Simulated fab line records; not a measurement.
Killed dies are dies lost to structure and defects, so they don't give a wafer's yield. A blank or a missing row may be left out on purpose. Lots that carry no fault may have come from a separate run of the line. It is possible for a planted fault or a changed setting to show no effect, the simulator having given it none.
The tool behind it: which one?	flow berkeleyCmos170	14 lots, 42 wafers sampled, at 2 steps of a route of 331

== WHAT EACH GAUGE READ, for each wafer ==
UCB170_V1_OVL_MEAS_13.
lot	measured	on	V1_OVL (nm)
L167	day 8 00:48	overlay-02	6 5 2
L170	day 8 23:00	overlay-02	1 -2 3
L169	day 8 23:22	overlay-02	8 8 10
L168	day 8 23:37	overlay-01	188 187 188 183 182 183
L174	day 9 19:26	overlay-01	176 177 182 171 173 177
L175	day 9 21:23	overlay-01	180 181 184 175 175 180
L179	day 10 06:16	overlay-02	2 4 9
L180	day 10 06:49	overlay-02	5 7 11
L181	day 11 01:54	overlay-02	-3 -8 1
L183	day 11 15:43	overlay-02	8 5 6
L187	day 12 08:34	overlay-02	5 8 9
L186	day 12 10:46	overlay-02	-2 1 0
L189	day 12 21:53	overlay-02	1 5 4
L188	day 12 21:53	overlay-01	6 8 8

== TOOL THAT RAN EACH LOT (tool first, then ch and the chambers of the sampled wafers, then the start) ==
lot	UCB170_V1_EXPOSE_09
L167	krfScanner-01 ch 0, day 7 23:52
L170	krfScanner-02 ch 0, day 8 22:08
L169	krfScanner-02 ch 0, day 8 22:37
L168	krfScanner-01 ch 0, day 8 22:53
L174	krfScanner-01 ch 0, day 9 18:56
L175	krfScanner-01 ch 0, day 9 20:17
L179	krfScanner-02 ch 0, day 10 05:05
L180	krfScanner-02 ch 0, day 10 05:52
L181	krfScanner-02 ch 0, day 11 01:23
L183	krfScanner-02 ch 0, day 11 14:49
L187	krfScanner-02 ch 0, day 12 08:03
L186	krfScanner-02 ch 0, day 12 10:17
L189	krfScanner-02 ch 0, day 12 21:11
L188	krfScanner-02 ch 0, day 12 21:19
- UCB170_V1_EXPOSE_09: exposes mask VIA1, target cd 700 nm.

== WHAT THE TOOLS THEMSELVES READ (means of the sampled wafers that have a number; where no wafer has one, the mark that the record gives instead) ==
UCB170_V1_EXPOSE_09.
lot	tool	exposureDoseMJCm2
L167	krfScanner-01	36.98
L170	krfScanner-02	36.89
L169	krfScanner-02	36.91
L168	krfScanner-01	36.90
L174	krfScanner-01	37.00
L175	krfScanner-01	36.96
L179	krfScanner-02	36.95
L180	krfScanner-02	36.95
L181	krfScanner-02	36.94
L183	krfScanner-02	36.94
L187	krfScanner-02	36.91
L186	krfScanner-02	36.92
L189	krfScanner-02	36.93
L188	krfScanner-02	36.94

== THE ANSWER, worked out from the rows above alone ==
Rule: the usual values come from the lots themselves. The widest of any qualifying gaps counts: lots, ordered by their means at a reading, are off when they make up no more than a third of the lots, leave a main group of 4 or more, and stand apart from it by 3 or more times the standard deviation of that group's means. Not used: any main group whose means are identical at the precision the tables above print for the reading. A lot without any number at a reading at which 4 lots or more have one is off too. All remaining lots with rows at the step are treated as sound. First the gauges in route order, then the tools' own readings, where a lot's mean is used as printed above. The first step at which some lot is off is used, and at that step the reading that is off furthest; a lot without a number counts as furthest.
Off: at UCB170_V1_OVL_MEAS_13 (V1_OVL), L168, L174, L175. Mean 4 nm and standard deviation 3.7 in the main group.
A tool fits if, at a process step before that reading, it ran every lot that is off, and no sound lot after the first of them. Gauges at UCB170_V1_OVL_MEAS_13: tried the same way as those tools. One candidate fits, namely krfScanner-01 at UCB170_V1_EXPOSE_09. Its last sound lot is L167 (day 7 23:52), its first lot that is off L168 (day 8 22:53): a fault that began between those two fits.

== WHAT HAD BEEN PUT IN BY THE SIMULATOR ==
Scanner matching overlay: krfScanner-01, from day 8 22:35 on, at UCB170_V1_EXPOSE_09. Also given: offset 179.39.
Shown lots that were struck: L168, L174, L175. The rule above reached the same finding.
